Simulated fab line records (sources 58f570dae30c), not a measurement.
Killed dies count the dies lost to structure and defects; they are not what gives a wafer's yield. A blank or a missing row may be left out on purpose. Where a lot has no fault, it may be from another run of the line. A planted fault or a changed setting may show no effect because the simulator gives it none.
Split-lot study :: flow berkeley cmos170 :: 5 lots, 23 wafers read, on a route of 331 steps

ABOUT THE SPLIT
At UCB170_M2_PEB_13, the setting peb temp c was moved away from the recipe's 130 C on 8 of the 23 wafers read, by -2.3% to +0.9%. The other wafers ran this setting at the recipe's value.

FROM THE SPLIT TO THE READING: what the file shows between them, 5 steps
- UCB170_M2_DEVELOP_14: develop time 45 s
- UCB170_M2_CD_MEAS_15: target cd 700 nm
- UCB170_M2_ETCH_17: etches BARC in N2/H2
- UCB170_M2_METAL_ETCH_18: etches Al in Cl2/BCl3, stops on SiO2, target depth 1170 nm, time 195 s (also split here: icp w)
- UCB170_M2_STRIP_19: strips in O2

THE READING
At UCB170_M2_CD_MEAS_90: cd nm in nanometres, against a target cd of 700 nm. A value of 701.9 nm with a standard deviation of 2.8 nm is what fault-free wafers of this fab line usually give.

wafer: L078.1
tool, chamber at the split: litho track-04, 0
peb temp c as run, C: 130
against the recipe: recipe
cd nm, nm: 709.2
against lot-mates on the recipe: -

wafer: L078.2
tool, chamber at the split: litho track-04, 0
peb temp c as run, C: 127
against the recipe: -2.3%
cd nm, nm: 728.7
against lot-mates on the recipe: +21.6

wafer: L078.3
tool, chamber at the split: litho track-04, 0
peb temp c as run, C: 130
against the recipe: recipe
cd nm, nm: 709.7
against lot-mates on the recipe: -

wafer: L078.4
tool, chamber at the split: litho track-04, 0
peb temp c as run, C: 130
against the recipe: recipe
cd nm, nm: 702.3
against lot-mates on the recipe: -

wafer: L078.6
tool, chamber at the split: litho track-04, 0
peb temp c as run, C: 127
against the recipe: -2.3%
cd nm, nm: 728.8
against lot-mates on the recipe: +21.7

wafer: L079.2
tool, chamber at the split: litho track-04, 0
peb temp c as run, C: 130
against the recipe: recipe
cd nm, nm: 700.9
against lot-mates on the recipe: -

wafer: L079.3
tool, chamber at the split: litho track-04, 0
peb temp c as run, C: 130
against the recipe: recipe
cd nm, nm: 697.9
against lot-mates on the recipe: -

wafer: L079.6
tool, chamber at the split: litho track-04, 0
peb temp c as run, C: 130
against the recipe: recipe
cd nm, nm: 698.4
against lot-mates on the recipe: -

wafer: L081.1
tool, chamber at the split: litho track-03, 0
peb temp c as run, C: 128.9
against the recipe: -0.8%
cd nm, nm: 701.5
against lot-mates on the recipe: +2.3

wafer: L081.2
tool, chamber at the split: litho track-03, 0
peb temp c as run, C: 130
against the recipe: recipe
cd nm, nm: 699.5
against lot-mates on the recipe: -

wafer: L081.3
tool, chamber at the split: litho track-03, 0
peb temp c as run, C: 128.9
against the recipe: -0.8%
cd nm, nm: 711.8
against lot-mates on the recipe: +12.6

wafer: L081.5
tool, chamber at the split: litho track-03, 0
peb temp c as run, C: 130
against the recipe: recipe
cd nm, nm: 696.5
against lot-mates on the recipe: -

wafer: L081.6
tool, chamber at the split: litho track-03, 0
peb temp c as run, C: 130
against the recipe: recipe
cd nm, nm: 701.7
against lot-mates on the recipe: -

wafer: L084.1
tool, chamber at the split: litho track-04, 0
peb temp c as run, C: 131.2
against the recipe: +0.9%
cd nm, nm: 693.0
against lot-mates on the recipe: -8.0

wafer: L084.2
tool, chamber at the split: litho track-04, 0
peb temp c as run, C: 130
against the recipe: recipe
cd nm, nm: 701.9
against lot-mates on the recipe: -

wafer: L084.4
tool, chamber at the split: litho track-04, 0
peb temp c as run, C: 131.2
against the recipe: +0.9%
cd nm, nm: 688.5
against lot-mates on the recipe: -12.5

wafer: L084.5
tool, chamber at the split: litho track-04, 0
peb temp c as run, C: 130
against the recipe: recipe
cd nm, nm: 699.4
against lot-mates on the recipe: -

wafer: L084.6
tool, chamber at the split: litho track-04, 0
peb temp c as run, C: 130
against the recipe: recipe
cd nm, nm: 701.6
against lot-mates on the recipe: -

wafer: L085.1
tool, chamber at the split: litho track-02, 0
peb temp c as run, C: 130
against the recipe: recipe
cd nm, nm: 702.7
against lot-mates on the recipe: -

wafer: L085.2
tool, chamber at the split: litho track-02, 0
peb temp c as run, C: 127.4
against the recipe: -2.0%
cd nm, nm: 724.0
against lot-mates on the recipe: +21.4

wafer: L085.3
tool, chamber at the split: litho track-02, 0
peb temp c as run, C: 127.4
against the recipe: -2.0%
cd nm, nm: 716.4
against lot-mates on the recipe: +13.8

wafer: L085.4
tool, chamber at the split: litho track-02, 0
peb temp c as run, C: 130
against the recipe: recipe
cd nm, nm: 702.5
against lot-mates on the recipe: -

wafer: L085.6
tool, chamber at the split: litho track-02, 0
peb temp c as run, C: 130
against the recipe: recipe
cd nm, nm: 702.7
against lot-mates on the recipe: -

FIT RESULTS
A straight line over all 23 wafers: cd nm changes by -10.6 nm for each +1% of peb temp c; r = -0.93; the points scatter about the line by 4 nm.
The same after taking each lot's own level away (the mean of its wafers on the recipe; 23 wafers): -9.37 nm for each +1%; r = -0.96; scatter 2.7 nm.
That fit puts the effect of the largest move of peb temp c on the reading at 22 nm.
The lots' own levels span 699.07 to 707.07 nm, that is 2.9 times the standard deviation above.
So the lot-to-lot level changes the slope: the two fits differ.
Check: +21.2 nm against its lot-mates is what the line predicts for one of the wafers moved furthest among these (-2.3%) when that wafer is left out of the fit. It came out at +21.6 nm against them.

THESE WAFERS: OTHER SPLITS
Note: prior to the reading, these wafers also went through further splits. Each is held against what the fit with the lots' levels taken away leaves over:
other split on the same wafers: UCB170_V1_EXPOSE_09 dose mj
wafers away from the commonest value: 5
r with cd nm (lot level and that fit taken away): +0.05

other split on the same wafers: UCB170_M2_SPUTTER_01 time s
wafers away from the commonest value: 8
r with cd nm (lot level and that fit taken away): -0.27

other split on the same wafers: UCB170_M2_METAL_ETCH_18 icp w
wafers away from the commonest value: 6
r with cd nm (lot level and that fit taken away): -0.47

THE WHOLE CHAIN: every reading that the file lists as answering this split, in the file's order
step: UCB170_M2_CD_MEAS_15
what it does: target cd 700 nm
reading: cd nm
change (the file's fit): -9.78 nm for each +1% of the setting
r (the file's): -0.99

step: UCB170_M2_ETCH_17
what it does: etches BARC in N2/H2
reading: M2.cd nm (the simulator's own value, which no gauge read)
change (the file's fit): -9.58 nm for each +1% of the setting
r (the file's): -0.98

step: UCB170_M2_METAL_ETCH_18
what it does: etches Al in Cl2/BCl3, stops on SiO2, target depth 1170 nm, time 195 s
reading: M2.cd nm (the simulator's own value, which no gauge read)
change (the file's fit): -9.26 nm for each +1% of the setting
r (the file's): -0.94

step: UCB170_M2_CD_MEAS_90
what it does: target cd 700 nm
reading: cd nm
change (the file's fit): -9.26 nm for each +1% of the setting
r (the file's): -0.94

FILE'S OWN FIT
cd nm changes by -9.26 nm for each +1% of peb temp c, r = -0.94.
